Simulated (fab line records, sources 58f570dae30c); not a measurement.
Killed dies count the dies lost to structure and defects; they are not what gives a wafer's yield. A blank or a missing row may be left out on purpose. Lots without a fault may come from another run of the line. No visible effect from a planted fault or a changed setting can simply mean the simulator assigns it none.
fab line records	flow berkeleyCmos170
record lots=5	wafers=23
route steps=331 shown PLDD@146 NLDD@159 PSD@183 NSD@195 SDANNEAL@205 SILICIDE@211
startH: hours from the record's opening day to when the first of the lot's shown wafers began	waitH: hours since the lot's step before	" same as the row above	L1.1+2: a single row standing in for several wafers	- no value, or no start was given	* or withheld: withheld	< > ~ a bound
route shown NAME@n: a module of which the file shows steps, and the number in the route of the first	usual: mean/standard deviation taken from wafers without a fault	same: alike in all rows	chamber/n: place in a boat	sites: each site's reading	_std_site: standard deviation of those values	_edge_site: inner sites' mean taken away from outer sites' mean	radiusMm: how far each site lies from the wafer's centre	mask NAME#n: copy n	behind: the most recent tool/chamber to have shaped the wafer	hold: what put the lot on hold/how long, in hours/how the hold closed	device: the n, p or np transistor that did not switch	end of line: at the end of the route, the tests of the same wafers	for a step that has no rows: nothing shown but its recipe	killed: the dies lost at the first sort to structure and to defects; this is not the yield of the wafer	map: dies across one wafer; x = killed, . = not, _ = none there
set.NAME: the run value of the setting; set.NAME@STEP: its run value at that earlier step	model.NAME: the simulator's own value behind a step, which no gauge read
lots run with intentionally changed settings; tables by step, rows by wafer
## steps
# step UCB170_PLDD_COAT_01
# recipe resist=KrF	spinRpm=1500	resistThkNm=900
lot.wafer	tool	chamber	startH	waitH	set.resistThkNm	model.KrF_of_PLDD_COAT_01.thkNm
L074.1	lithoTrack-02	0	144.73	0.1	900	903.9
L074.3	"	0	"	"	900	902.3
L074.4	"	0	"	"	900	901.5
L074.5	"	0	"	"	900	904
L074.6	"	0	"	"	900	902.7
L076.1	lithoTrack-01	0	155.59	0.1	900	897.6
L076.2	"	0	"	"	900	898.4
L076.3	"	0	"	"	900	900.4
L079.1	lithoTrack-01	0	168.43	0.1	900	899.3
L079.2	"	0	"	"	862.4	862.4
L079.4	"	0	"	"	862.4	861.9
L079.5	"	0	"	"	862.4	861.1
L079.6	"	0	"	"	900	900.6
L077.1	lithoTrack-01	0	168.88	0.1	945.4	941.1
L077.2	"	0	"	"	900	897.6
L077.4	"	0	"	"	900	893.5
L077.5	"	0	"	"	945.4	941.3
L077.6	"	0	"	"	900	895.9
L083.1	lithoTrack-03	0	195.11	0.1	929.9	927.2
L083.2	"	0	"	"	929.9	927
L083.3	"	0	"	"	900	897.3
L083.5	"	0	"	"	900	899
L083.6	"	0	"	"	929.9	925.7
# step UCB170_PLDD_SOFTBAKE_02
# recipe resist=KrF	tempC=130	timeS=60
# step UCB170_PLDD_EXPOSE_03
# recipe maskId=PSELECT	na=0.5	sigmaOuter=0.6	sourceShape=conventional	targetCdNm=1200	doseMj=30
# step UCB170_PLDD_IMPLANT_08
# recipe species=BF2	doseCm2=5e+13	energyKev=10	tiltDeg=7	rotationDeg=0
# step UCB170_PLDD_IMPLANT_09
# recipe species=BF2	doseCm2=5e+13	energyKev=10	tiltDeg=7	rotationDeg=180
# step UCB170_PLDD_STRIP_10
# recipe chemistry=O2	powerW=400	pressureMtorr=3500	platenTempC=withheld	o2FlowSccm=400	overashFraction=0.5
# usual stripTimeToEndpointS=21.62/0.063
lot.wafer	tool	chamber	startH	waitH	set.resistThkNm@PLDD_COAT_01	stripTimeToEndpointS
L074.1	plasmaAsher-03	1	145.87	0.1	900	21.71
L074.3	"	1	"	"	900	21.69
L074.4	"	0	"	"	900	21.67
L074.5	"	1	"	"	900	21.71
L074.6	"	0	"	"	900	21.70
L076.1	plasmaAsher-04	0	157.19	0.1	900	21.57
L076.2	"	1	"	"	900	21.59
L076.3	"	0	"	"	900	21.65
L079.1	plasmaAsher-04	1	169.91	0.1	900	21.60
L079.2	"	0	"	"	862.4	20.72
L079.4	"	0	"	"	862.4	20.73
L079.5	"	1	"	"	862.4	20.70
L079.6	"	0	"	"	900	21.65
L077.1	plasmaAsher-01	1	170.18	0.1	945.4	22.61
L077.2	"	0	"	"	900	21.58
L077.4	"	1	"	"	900	21.47
L077.5	"	1	"	"	945.4	22.61
L077.6	"	0	"	"	900	21.51
L083.1	plasmaAsher-04	1	196.30	0.1	929.9	22.26
L083.2	"	0	"	"	929.9	22.27
L083.3	"	0	"	"	900	21.56
L083.5	"	0	"	"	900	21.60
L083.6	"	1	"	"	929.9	22.22
# step UCB170_NLDD_COAT_01
# recipe resist=KrF	spinRpm=1500	resistThkNm=900
lot.wafer	tool	chamber	startH	waitH	set.resistThkNm	model.KrF_of_NLDD_COAT_01.thkNm
L074.1	lithoTrack-03	0	146.37	0.1	900	900
L074.3	"	0	"	"	900	900.6
L074.4	"	0	"	"	900	901.6
L074.5	"	0	"	"	900	903.3
L074.6	"	0	"	"	900	899.8
L076.1	lithoTrack-01	0	157.76	0.1	900	895.9
L076.2	"	0	"	"	900	900.6
L076.3	"	0	"	"	900	896.6
L079.1	lithoTrack-03	0	170.50	0.1	878.3	880.8
L079.2	"	0	"	"	900	901.5
L079.4	"	0	"	"	878.3	879.4
L079.5	"	0	"	"	900	901.8
L079.6	"	0	"	"	900	901.7
L077.1	lithoTrack-04	0	170.68	0.1	885.8	887.4
L077.2	"	0	"	"	900	903.3
L077.4	"	0	"	"	885.8	889
L077.5	"	0	"	"	885.8	888.9
L077.6	"	0	"	"	900	898.9
L083.1	lithoTrack-04	0	197.52	0.1	900	901.7
L083.2	"	0	"	"	917.5	920
L083.3	"	0	"	"	917.5	920.1
L083.5	"	0	"	"	900	901.2
L083.6	"	0	"	"	900	900.7
# step UCB170_NLDD_IMPLANT_08
# recipe species=As	doseCm2=5e+13	energyKev=30	tiltDeg=7	rotationDeg=0
lot.wafer	tool	chamber	startH	waitH	set.doseCm2
L074.1+6	implanter-01	0	147.35	0.0	5.193e+13
L074.3+4+5	"	0	"	"	5e+13
L076.1+2+3	implanter-01	0	158.95	0.0	5e+13
L079.1+2+5	implanter-04	0	171.48	0.0	5e+13
L079.4+6	"	0	"	"	4.767e+13
L077.1+2+5	implanter-03	0	171.72	0.0	5e+13
L077.4+6	"	0	"	"	4.857e+13
L083.1+6	implanter-04	0	198.70	0.0	5e+13
L083.2+3+5	"	0	"	"	5.189e+13
# step UCB170_NLDD_IMPLANT_09
# recipe species=As	doseCm2=5.105e+13	energyKev=30	tiltDeg=7	rotationDeg=180
# step UCB170_NLDD_STRIP_10
# recipe chemistry=O2	powerW=400	pressureMtorr=3500	platenTempC=withheld	o2FlowSccm=400	overashFraction=0.5
# usual stripTimeToEndpointS=21.61/0.07
lot.wafer	tool	chamber	startH	waitH	set.resistThkNm@NLDD_COAT_01	stripTimeToEndpointS
L074.1	plasmaAsher-02	1	147.65	0.1	900	21.62
L074.3	"	0	"	"	900	21.64
L074.4	"	1	"	"	900	21.67
L074.5	"	0	"	"	900	21.71
L074.6	"	1	"	"	900	21.61
L076.1	plasmaAsher-02	1	159.25	0.1	900	21.53
L076.2	"	0	"	"	900	21.64
L076.3	"	1	"	"	900	21.55
L079.1	plasmaAsher-03	0	171.78	0.1	878.3	21.18
L079.2	"	1	"	"	900	21.66
L079.4	"	1	"	"	878.3	21.13
L079.5	"	0	"	"	900	21.68
L079.6	"	1	"	"	900	21.66
L077.1	plasmaAsher-02	0	172.02	0.1	885.8	21.33
L077.2	"	1	"	"	900	21.70
L077.4	"	0	"	"	885.8	21.36
L077.5	"	0	"	"	885.8	21.37
L077.6	"	1	"	"	900	21.59
L083.1	plasmaAsher-04	0	199.00	0.1	900	21.66
L083.2	"	1	"	"	917.5	22.11
L083.3	"	0	"	"	917.5	22.12
L083.5	"	1	"	"	900	21.66
L083.6	"	0	"	"	900	21.64
# step UCB170_PSD_IMPLANT_08
# recipe species=B	doseCm2=3e+15	energyKev=20	tiltDeg=7
lot.wafer	tool	chamber	startH	waitH	set.energyKev	model.implant.rpNm	model.implant.drpNm
L074.1+5	implanter-02	0	156.77	0.0	20	67.1	28.34
L074.3+4+6	"	0	"	"	20.54	68.89	28.91
L076.1+2+3	implanter-03	0	165.48	0.0	20	69.21	28.34
L077.1+4	implanter-04	0	180.30	0.0	20	67.37	28.34
L077.2+5+6	"	0	"	"	20.38	68.64	28.73
L079.1+2+4+5+6	implanter-03	0	180.54	0.0	20	65.85	28.34
L083.1+3+6	implanter-04	0	207.85	0.0	20	65.41	28.34
L083.2+5	"	0	"	"	18.92	61.92	27.25
# step UCB170_PSD_STRIP_09
# recipe chemistry=O2	powerW=400	pressureMtorr=3500	platenTempC=withheld	o2FlowSccm=400	overashFraction=0.5
# usual stripTimeToEndpointS=29.40/0.079
lot.wafer	tool	chamber	startH	waitH	set.energyKev@PSD_IMPLANT_08	stripTimeToEndpointS
L074.1	plasmaAsher-03	1	156.92	0.1	20	29.39
L074.3	"	0	"	"	20.54	29.66
L074.4	"	1	"	"	20.54	29.68
L074.5	"	1	"	"	20	29.41
L074.6	"	0	"	"	20.54	29.65
L076.1	plasmaAsher-02	1	165.63	0.1	20	29.43
L076.2	"	0	"	"	20	29.28
L076.3	"	1	"	"	20	29.37
L077.1	plasmaAsher-01	1	180.45	0.1	20	29.37
L077.2	"	0	"	"	20.38	29.56
L077.4	"	1	"	"	20	29.44
L077.5	"	0	"	"	20.38	29.59
L077.6	"	1	"	"	20.38	29.50
L079.1	plasmaAsher-01	1	180.69	0.1	20	29.41
L079.2	"	0	"	"	20	29.40
L079.4	"	0	"	"	20	29.36
L079.5	"	1	"	"	20	29.44
L079.6	"	0	"	"	20	29.37
L083.1	plasmaAsher-03	0	208.00	0.1	20	29.52
L083.2	"	1	"	"	18.92	29.03
L083.3	"	1	"	"	20	29.51
L083.5	"	1	"	"	18.92	28.94
L083.6	"	0	"	"	20	29.51
# step UCB170_NSD_IMPLANT_08
# recipe species=P	doseCm2=3e+15	energyKev=40	tiltDeg=7
lot.wafer	tool	chamber	startH	waitH	set.doseCm2
L074.1+3	implanter-04	0	158.44	0.0	3.151e+15
L074.4+5+6	"	0	"	"	3e+15
L076.1+2+3	implanter-01	0	168.40	0.0	3e+15
L077.1+4+6	implanter-02	0	182.95	0.0	3.111e+15
L077.2+5	"	0	"	"	3e+15
L079.1+2+6	implanter-04	0	183.21	0.0	3.081e+15
L079.4+5	"	0	"	"	3e+15
L083.1+3+5	implanter-04	0	209.33	0.0	3e+15
L083.2+6	"	0	"	"	3.1e+15
# step UCB170_NSD_STRIP_09
# recipe chemistry=O2	powerW=400	pressureMtorr=3500	platenTempC=withheld	o2FlowSccm=400	overashFraction=0.5
# usual stripTimeToEndpointS=35.87/0.055
lot.wafer	tool	chamber	startH	waitH	set.doseCm2@NSD_IMPLANT_08	stripTimeToEndpointS
L074.1	plasmaAsher-02	1	158.59	0.1	3.151e+15	36.41
L074.3	"	0	"	"	3.151e+15	36.48
L074.4	"	1	"	"	3e+15	35.97
L074.5	"	0	"	"	3e+15	36.02
L074.6	"	1	"	"	3e+15	35.96
L076.1	plasmaAsher-02	0	168.55	0.1	3e+15	35.93
L076.2	"	1	"	"	3e+15	35.81
L076.3	"	1	"	"	3e+15	35.85
L077.1	plasmaAsher-02	1	183.10	0.1	3.111e+15	36.20
L077.2	"	0	"	"	3e+15	35.83
L077.4	"	1	"	"	3.111e+15	36.23
L077.5	"	1	"	"	3e+15	35.89
L077.6	"	0	"	"	3.111e+15	36.24
L079.1	plasmaAsher-01	1	183.36	0.1	3.081e+15	36.15
L079.2	"	0	"	"	3.081e+15	36.14
L079.4	"	0	"	"	3e+15	35.89
L079.5	"	0	"	"	3e+15	35.84
L079.6	"	1	"	"	3.081e+15	36.15
L083.1	plasmaAsher-04	0	209.48	0.1	3e+15	35.75
L083.2	"	1	"	"	3.1e+15	36.17
L083.3	"	1	"	"	3e+15	35.95
L083.5	"	0	"	"	3e+15	35.83
L083.6	"	1	"	"	3.1e+15	36.19
# step UCB170_SDANNEAL_RTA_01
# recipe tempC=1050	timeS=5	ambient=N2
lot.wafer	tool	chamber	startH	waitH	set.timeS
L074.1+3+4+5+6	rtpAnneal-02	0	160.19	0.1	5
L076.1+2+3	rtpAnneal-01	0	169.91	0.1	5
L077.1+5	rtpAnneal-02	0	184.78	0.1	5
L077.2+4+6	"	0	"	"	5.218
L079.1+5+6	rtpAnneal-02	0	184.96	0.1	5.322
L079.2+4	"	0	"	"	5
L083.1+5+6	rtpAnneal-02	0	210.61	0.1	5
L083.2+3	"	0	"	"	4.684
# step UCB170_SDANNEAL_RS_MEAS_02
# recipe thkMeasGauge=four-point-probe
# usual PSD_RS=75.52/0.28
lot.wafer	tool	chamber	startH	waitH	set.timeS@SDANNEAL_RTA_01	PSD_RS[ohm/sq]
L074.1	filmMetro-03	-	160.25	0.0	5	75.72
L074.3	"	-	"	"	5	75.47
L074.4	"	-	"	"	5	75.19
L074.5	"	-	"	"	5	75.57
L074.6	"	-	"	"	5	75.40
L076.1	filmMetro-02	-	169.97	0.0	5	75.23
L076.2	"	-	"	"	5	75.82
L076.3	"	-	"	"	5	75.58
L077.1	filmMetro-04	-	184.84	0.0	5	75.47
L077.2	"	-	"	"	5.218	74.31
L077.4	"	-	"	"	5.218	75.02
L077.5	"	-	"	"	5	75.40
L077.6	"	-	"	"	5.218	74.84
L079.1	filmMetro-03	-	185.12	0.1	5.322	74.07
L079.2	"	-	"	"	5	75.01
L079.4	"	-	"	"	5	75.47
L079.5	"	-	"	"	5.322	74.02
L079.6	"	-	"	"	5.322	74.07
L083.1	filmMetro-03	-	210.66	0.0	5	75.32
L083.2	"	-	"	"	4.684	77.05
L083.3	"	-	"	"	4.684	76.51
L083.5	"	-	"	"	5	75.87
L083.6	"	-	"	"	5	75.17
# step UCB170_SDANNEAL_RS_MEAS_03
# recipe thkMeasGauge=four-point-probe
# usual NSD_RS=37.25/0.064
lot.wafer	tool	chamber	startH	waitH	set.doseCm2@NSD_IMPLANT_08	NSD_RS[ohm/sq]
L074.1	filmMetro-03	-	160.37	0.1	3.151e+15	36.41
L074.3	"	-	"	"	3.151e+15	36.34
L074.4	"	-	"	"	3e+15	37.27
L074.5	"	-	"	"	3e+15	37.24
L074.6	"	-	"	"	3e+15	37.15
L076.1	filmMetro-02	-	170.09	0.1	3e+15	37.15
L076.2	"	-	"	"	3e+15	37.30
L076.3	"	-	"	"	3e+15	37.35
L077.1	filmMetro-04	-	184.96	0.1	3.111e+15	36.65
L077.2	"	-	"	"	3e+15	37.10
L077.4	"	-	"	"	3.111e+15	36.48
L077.5	"	-	"	"	3e+15	37.20
L077.6	"	-	"	"	3.111e+15	36.57
L079.1	filmMetro-03	-	185.24	0.1	3.081e+15	36.61
L079.2	"	-	"	"	3.081e+15	36.76
L079.4	"	-	"	"	3e+15	37.26
L079.5	"	-	"	"	3e+15	37.00
L079.6	"	-	"	"	3.081e+15	36.54
L083.1	filmMetro-03	-	210.78	0.1	3e+15	37.31
L083.2	"	-	"	"	3.1e+15	37.02
L083.3	"	-	"	"	3e+15	37.45
L083.5	"	-	"	"	3e+15	37.28
L083.6	"	-	"	"	3.1e+15	36.77
# step UCB170_SDANNEAL_RS_MEAS_05
# recipe thkMeasGauge=four-point-probe
# usual NLDD_RS=611.7/1.4
lot.wafer	tool	chamber	startH	waitH	set.doseCm2@NLDD_IMPLANT_08	NLDD_RS[ohm/sq]
L074.1	filmMetro-03	-	160.61	0.1	5.193e+13	604.2
L074.3	"	-	"	"	5e+13	613.2
L074.4	"	-	"	"	5e+13	611.8
L074.5	"	-	"	"	5e+13	613.1
L074.6	"	-	"	"	5.193e+13	604.7
L076.1	filmMetro-02	-	170.33	0.1	5e+13	611.2
L076.2	"	-	"	"	5e+13	611.5
L076.3	"	-	"	"	5e+13	611.0
L077.1	filmMetro-04	-	185.20	0.1	5e+13	612.2
L077.2	"	-	"	"	5e+13	613.2
L077.4	"	-	"	"	4.857e+13	619.2
L077.5	"	-	"	"	5e+13	613.1
L077.6	"	-	"	"	4.857e+13	617.8
L079.1	filmMetro-03	-	185.48	0.1	5e+13	613.9
L079.2	"	-	"	"	5e+13	612.9
L079.4	"	-	"	"	4.767e+13	623.9
L079.5	"	-	"	"	5e+13	612.9
L079.6	"	-	"	"	4.767e+13	623.2
L083.1	filmMetro-03	-	211.02	0.1	5e+13	610.5
L083.2	"	-	"	"	5.189e+13	604.0
L083.3	"	-	"	"	5.189e+13	603.2
L083.5	"	-	"	"	5.189e+13	602.3
L083.6	"	-	"	"	5e+13	608.9
# step UCB170_SILICIDE_SPUTTER_01
# recipe material=Ti	targetThkNm=30	timeS=25	powerW=1500	chamberPressurePa=0.5
lot.wafer	tool	chamber	startH	waitH	set.powerW	model.Ti_of_SILICIDE_SPUTTER_01.thkNm
L074.1	pvdSputter-02	-	160.80	0.0	1500	30.22
L074.3	"	-	"	"	1500	29.84
L074.4	"	-	"	"	1500	29.93
L074.5	"	-	"	"	1500	29.83
L074.6	"	-	"	"	1500	29.99
L076.1	pvdSputter-03	-	170.52	0.0	1500	29.79
L076.2	"	-	"	"	1500	29.78
L076.3	"	-	"	"	1500	29.69
L077.1	pvdSputter-01	-	185.38	0.0	1500	30.05
L077.2	"	-	"	"	1500	29.71
L077.4	"	-	"	"	1500	30.06
L077.5	"	-	"	"	1570	31.62
L077.6	"	-	"	"	1570	31.59
L079.1	pvdSputter-02	-	185.67	0.0	1500	30.23
L079.2	"	-	"	"	1383	27.88
L079.4	"	-	"	"	1500	30.19
L079.5	"	-	"	"	1383	27.94
L079.6	"	-	"	"	1500	30.34
L083.1	pvdSputter-02	-	211.21	0.0	1500	29.94
L083.2	"	-	"	"	1500	29.76
L083.3	"	-	"	"	1593	31.41
L083.5	"	-	"	"	1593	31.79
L083.6	"	-	"	"	1593	31.63
# step UCB170_SILICIDE_RS_MEAS_02
# recipe thkMeasGauge=four-point-probe	reads=Ti_of_SILICIDE_SPUTTER_01
# usual SILICIDE_TI_RS=26.15/0.25
lot.wafer	tool	chamber	startH	waitH	set.powerW@SILICIDE_SPUTTER_01	SILICIDE_TI_RS[ohm/sq]
L074.1	filmMetro-01	-	160.83	0.0	1500	25.96
L074.3	"	-	"	"	1500	26.31
L074.4	"	-	"	"	1500	26.22
L074.5	"	-	"	"	1500	26.31
L074.6	"	-	"	"	1500	26.07
L076.1	filmMetro-03	-	170.55	0.0	1500	26.30
L076.2	"	-	"	"	1500	26.34
L076.3	"	-	"	"	1500	26.40
L077.1	filmMetro-01	-	185.41	0.0	1500	26.05
L077.2	"	-	"	"	1500	26.45
L077.4	"	-	"	"	1500	26.06
L077.5	"	-	"	"	1570	24.50
L077.6	"	-	"	"	1570	24.57
L079.1	filmMetro-01	-	185.70	0.0	1500	25.90
L079.2	"	-	"	"	1383	28.47
L079.4	"	-	"	"	1500	25.91
L079.5	"	-	"	"	1383	28.36
L079.6	"	-	"	"	1500	25.75
L083.1	filmMetro-01	-	211.24	0.0	1500	26.17
L083.2	"	-	"	"	1500	26.33
L083.3	"	-	"	"	1593	24.73
L083.5	"	-	"	"	1593	24.39
L083.6	"	-	"	"	1593	24.48
# step UCB170_SILICIDE_THK_MEAS_03
# recipe thkMeasGauge=xrf	reads=Ti_of_SILICIDE_SPUTTER_01
# usual SILICIDE_TI_THK=30.26/0.28
lot.wafer	tool	chamber	startH	waitH	set.powerW@SILICIDE_SPUTTER_01	SILICIDE_TI_THK[nm]
L074.1	filmMetro-01	-	160.95	0.1	1500	30.72
L074.3	"	-	"	"	1500	30.20
L074.4	"	-	"	"	1500	30.35
L074.5	"	-	"	"	1500	30.37
L074.6	"	-	"	"	1500	30.48
L076.1	filmMetro-03	-	170.67	0.1	1500	30.01
L076.2	"	-	"	"	1500	29.92
L076.3	"	-	"	"	1500	29.81
L077.1	filmMetro-01	-	185.53	0.1	1500	30.32
L077.2	"	-	"	"	1500	30.04
L077.4	"	-	"	"	1500	30.36
L077.5	"	-	"	"	1570	32.18
L077.6	"	-	"	"	1570	31.94
L079.1	filmMetro-01	-	185.82	0.1	1500	30.69
L079.2	"	-	"	"	1383	28.30
L079.4	"	-	"	"	1500	30.74
L079.5	"	-	"	"	1383	28.26
L079.6	"	-	"	"	1500	30.78
L083.1	filmMetro-01	-	211.36	0.1	1500	30.16
L083.2	"	-	"	"	1500	30.14
L083.3	"	-	"	"	1593	32.01
L083.5	"	-	"	"	1593	32.05
L083.6	"	-	"	"	1593	32.03
## key
split step=UCB170_PLDD_COAT_01	setting=resistThkNm	stated=900	by=wafer
response step=UCB170_PLDD_COAT_01	reading=model.KrF_of_PLDD_COAT_01.thkNm	change=+8.96	per=1%	r=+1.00
response step=UCB170_PLDD_STRIP_10	reading=stripTimeToEndpointS	change=*	per=1%	r=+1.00
split step=UCB170_NLDD_COAT_01	setting=resistThkNm	stated=900	by=wafer
response step=UCB170_NLDD_COAT_01	reading=model.KrF_of_NLDD_COAT_01.thkNm	change=+8.98	per=1%	r=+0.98
response step=UCB170_NLDD_STRIP_10	reading=stripTimeToEndpointS	change=*	per=1%	r=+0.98
split step=UCB170_NLDD_IMPLANT_08	setting=doseCm2	stated=5e+13	by=wafer
response step=UCB170_SDANNEAL_RS_MEAS_05	reading=NLDD_RS	change=-2.05	per=1%	r=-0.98
split step=UCB170_PSD_IMPLANT_08	setting=energyKev	stated=20	by=wafer
response step=UCB170_PSD_IMPLANT_08	reading=model.implant.rpNm	change=+0.652	per=1%	r=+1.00
response step=UCB170_PSD_IMPLANT_08	reading=model.implant.drpNm	change=+0.203	per=1%	r=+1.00
response step=UCB170_PSD_STRIP_09	reading=stripTimeToEndpointS	change=*	per=1%	r=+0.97
split step=UCB170_NSD_IMPLANT_08	setting=doseCm2	stated=3e+15	by=wafer
response step=UCB170_NSD_STRIP_09	reading=stripTimeToEndpointS	change=*	per=1%	r=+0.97
response step=UCB170_SDANNEAL_RS_MEAS_03	reading=NSD_RS	change=-0.161	per=1%	r=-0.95
split step=UCB170_SDANNEAL_RTA_01	setting=timeS	stated=5	by=wafer
response step=UCB170_SDANNEAL_RS_MEAS_02	reading=PSD_RS	change=-0.19	per=1%	r=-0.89
split step=UCB170_SILICIDE_SPUTTER_01	setting=powerW	stated=1500	by=wafer
response step=UCB170_SILICIDE_SPUTTER_01	reading=model.Ti_of_SILICIDE_SPUTTER_01.thkNm	change=+0.305	per=1%	r=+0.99
response step=UCB170_SILICIDE_RS_MEAS_02	reading=SILICIDE_TI_RS	change=-0.317	per=1%	r=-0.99
response step=UCB170_SILICIDE_THK_MEAS_03	reading=SILICIDE_TI_THK	change=+0.324	per=1%	r=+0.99
